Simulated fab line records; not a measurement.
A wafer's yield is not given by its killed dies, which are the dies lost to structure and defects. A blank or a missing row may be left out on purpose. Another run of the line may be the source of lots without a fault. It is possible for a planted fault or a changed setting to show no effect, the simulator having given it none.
Tool commonality check    flow rit cmos    Sampled: 14 lots, 42 wafers

== WHY THIS WAS OPENED ==
At RIT_NRETRO_TW_MEAS_10 the reading NRETRO_TW is flagged on 3 of 14 lots. Wafers without a fault read 1055, standard deviation 11.
Rule: a lot gets a flag if all its wafers with a number sit over 4 standard deviations from that mean, or if no wafer of it has a number. As for the other lots, they are considered sound.

lot   measured     on             NRETRO_TW, wafer by wafer  flag
L525  day 2 13:59  film metro-03  1049 1056 1051             
L526  day 2 18:41  film metro-02  1068 1065 1064             
L527  day 2 23:48  film metro-03  1053 1051 1059             
L528  day 3 02:55  film metro-02  1175 1176 1178             FLAGGED
L530  day 3 14:54  film metro-03  1054 1056 1054             
L531  day 4 03:07  film metro-03  1182 1180 1183             FLAGGED
L533  day 4 18:25  film metro-02  1173 1169 1172             FLAGGED
L538  day 5 11:13  film metro-01  1038 1037 1036             
L539  day 5 18:33  film metro-01  1044 1036 1037             
L542  day 6 02:08  film metro-01  1041 1046 1040             
L543  day 6 07:32  film metro-01  1042 1041 1042             
L545  day 6 13:26  film metro-01  1041 1039 1042             
L546  day 6 19:02  film metro-02  1068 1064 1065             
L548  day 7 02:38  film metro-01  1040 1037 1033             
On average the flagged lots' numbers are 1176, which is +121 against the usual, or +11 standard deviations.

== TOOL THAT RAN EACH LOT ==
The record keeps 1 process step preceding the reading, out of 202 steps on the route. Each cell gives the tool, then ch followed by the chambers the sampled wafers passed through, then the start.
lot   flag     RIT_NRETRO_IMPLANT_08
L525           implanter-04 ch 0, day 2 13:40
L526           implanter-03 ch 0, day 2 18:22
L527           implanter-03 ch 0, day 2 23:31
L528  FLAGGED  implanter-03 ch 0, day 3 02:35
L530           implanter-02 ch 0, day 3 14:37
L531  FLAGGED  implanter-03 ch 0, day 4 02:50
L533  FLAGGED  implanter-03 ch 0, day 4 18:05
L538           implanter-04 ch 0, day 5 10:54
L539           implanter-02 ch 0, day 5 18:13
L542           implanter-04 ch 0, day 6 01:49
L543           implanter-02 ch 0, day 6 07:13
L545           implanter-02 ch 0, day 6 13:07
L546           implanter-02 ch 0, day 6 18:43
L548           implanter-03 ch 0, day 7 02:19
What the steps here do:
- RIT_NRETRO_IMPLANT_08
- RIT_NRETRO_TW_MEAS_10

== FLAGGED OVER TOTAL, TOOL BY TOOL (the gauges that took the reading come last) ==
step                   tool           lots run  flagged  share of the flagged lots  sound lots run after its first flagged lot
RIT_NRETRO_IMPLANT_08  implanter-02   5         0        none                       -
RIT_NRETRO_IMPLANT_08  implanter-03   6         3        all                        1 (L548)
RIT_NRETRO_IMPLANT_08  implanter-04   3         0        none                       -
RIT_NRETRO_TW_MEAS_10  film metro-01  6         0        none                       -
RIT_NRETRO_TW_MEAS_10  film metro-02  4         2        some                       1 (L546)
RIT_NRETRO_TW_MEAS_10  film metro-03  4         1        some                       0

== WHAT THE TABLE PERMITS ==
All flagged lots share 1 row of the table, namely implanter-03 at RIT_NRETRO_IMPLANT_08.
- implanter-03 at RIT_NRETRO_IMPLANT_08: 3 of its 6 lots flagged. Sound lots followed the first flagged one (L548) on it, something a lasting fault affecting the whole tool could not allow. Its own readings (dose ions cm2, faraday current uA) fall more than 4 standard deviations out on all wafers of the flagged lots.
There is no row in the table that ran each flagged lot and no sound lot after the first.

== WHAT THE SIMULATOR HAD INSERTED ==
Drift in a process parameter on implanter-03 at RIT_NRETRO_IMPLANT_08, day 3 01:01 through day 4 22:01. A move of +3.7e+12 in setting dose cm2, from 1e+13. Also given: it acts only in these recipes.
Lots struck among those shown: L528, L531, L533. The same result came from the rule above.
